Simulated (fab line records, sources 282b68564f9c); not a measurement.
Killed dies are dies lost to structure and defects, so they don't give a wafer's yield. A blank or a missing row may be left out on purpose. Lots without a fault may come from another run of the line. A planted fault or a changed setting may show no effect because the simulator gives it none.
Tool commonality check | flow rit_cmos | 13 lots, 39 wafers sampled

WHY IT WAS OPENED
At RIT_SPACER_THK_MEAS_04 the reading SPACER_NITRIDE_THK is flagged on 1 of 13 lots. Wafers without a fault read 249.1 nm, standard deviation 2.9.
Rule: a lot is flagged when every wafer of it that has a number lies more than 4 standard deviations from that mean, or none has a number. The other lots count as sound.

lot  | measured    | on            | SPACER_NITRIDE_THK (nm), wafer by wafer | flag
L582 | day 2 22:57 | film_metro-02 | 248.5 249.2 247.8                       |
L583 | day 3 04:19 | film_metro-01 | 251.2 253.1 251.0                       |
L584 | day 3 10:43 | film_metro-04 | 247.6 245.9 246.0                       |
L585 | day 3 13:23 | film_metro-04 | 248.9 248.7 249.2                       |
L587 | day 3 23:23 | film_metro-02 | 245.0 247.8 242.0                       |
L588 | day 4 03:47 | film_metro-02 | 249.0 249.3 248.9                       |
L589 | day 4 10:02 | film_metro-02 | 248.3 248.9 246.7                       |
L591 | day 4 20:01 | film_metro-04 | 248.6 248.3 247.3                       |
L592 | day 4 23:57 | film_metro-02 | 253.2 252.3 251.1                       |
L595 | day 5 15:33 | film_metro-01 | 247.2 247.5 247.7                       |
L596 | day 5 19:59 | film_metro-02 | 340.1 340.0 338.6                       | FLAGGED
L601 | day 6 20:03 | film_metro-02 | 247.1 250.1 249.5                       |
L605 | day 7 19:17 | film_metro-04 | 243.8 244.8 243.3                       |
The numbers of the flagged lots are 339.6 nm on average: +90.5 nm against the usual, or +31 standard deviations.

WHICH TOOL RAN EACH LOT
The record holds 1 process step before the reading, out of a route of 202 steps. In each cell: the tool, then ch and the chambers that the sampled wafers went through, then the start.
lot  | flag    | RIT_SPACER_CVD_03
L582 |         | lpcvd-02 ch 0, day 2 21:02
L583 |         | lpcvd-02 ch 0, day 3 02:22
L584 |         | lpcvd-01 ch 0, day 3 08:47
L585 |         | lpcvd-01 ch 0, day 3 11:28
L587 |         | lpcvd-01 ch 0, day 3 21:28
L588 |         | lpcvd-02 ch 0, day 4 01:51
L589 |         | lpcvd-02 ch 0, day 4 08:06
L591 |         | lpcvd-01 ch 0, day 4 18:05
L592 |         | lpcvd-02 ch 1, day 4 22:02
L595 |         | lpcvd-01 ch 1, day 5 13:37
L596 | FLAGGED | lpcvd-02 ch 0, day 5 18:04
L601 |         | lpcvd-01 ch 1, day 6 18:08
L605 |         | lpcvd-01 ch 1, day 7 17:22
What these steps do:
- RIT_SPACER_CVD_03: deposits Si3N4 from SiH2Cl2/NH3, target thk 250 nm, time 3300 s.
- RIT_SPACER_THK_MEAS_04

FLAGGED OVER TOTAL, TOOL BY TOOL (the gauges that took the reading come last)
step                   | tool          | lots run | flagged | share of the flagged lots | sound lots run after its first flagged lot
RIT_SPACER_CVD_03      | lpcvd-01      | 7        | 0       | none                      | -
RIT_SPACER_CVD_03      | lpcvd-02      | 6        | 1       | all                       | 0
RIT_SPACER_THK_MEAS_04 | film_metro-01 | 2        | 0       | none                      | -
RIT_SPACER_THK_MEAS_04 | film_metro-02 | 7        | 1       | all                       | 1 (L601)
RIT_SPACER_THK_MEAS_04 | film_metro-04 | 4        | 0       | none                      | -

WHAT THE TABLE ALLOWS
2 rows of the table ran every flagged lot: lpcvd-02 at RIT_SPACER_CVD_03, film_metro-02 at RIT_SPACER_THK_MEAS_04.
- lpcvd-02 at RIT_SPACER_CVD_03: 1 of its 6 lots flagged. Its last sound lot is L592 (day 4 22:02), its first flagged lot L596 (day 5 18:04): a fault that began between those two fits. Its own readings lie more than 4 standard deviations out on every wafer of the flagged lots: nh3_flow_sccm.
- film_metro-02 at RIT_SPACER_THK_MEAS_04: 1 of its 7 lots flagged. Sound lots ran on it after the first flagged one (L601), which a lasting fault on the whole tool wouldn't allow.
One tool is left: lpcvd-02 at RIT_SPACER_CVD_03.

WHAT THE SIMULATOR HAD PUT IN
Process parameter drift: lpcvd-02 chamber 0, from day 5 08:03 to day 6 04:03, at RIT_SPACER_CVD_03. Setting nh3_flow_sccm, moved by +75, from 150. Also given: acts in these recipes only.
Lots struck among those shown: L596. The rule above found the same.
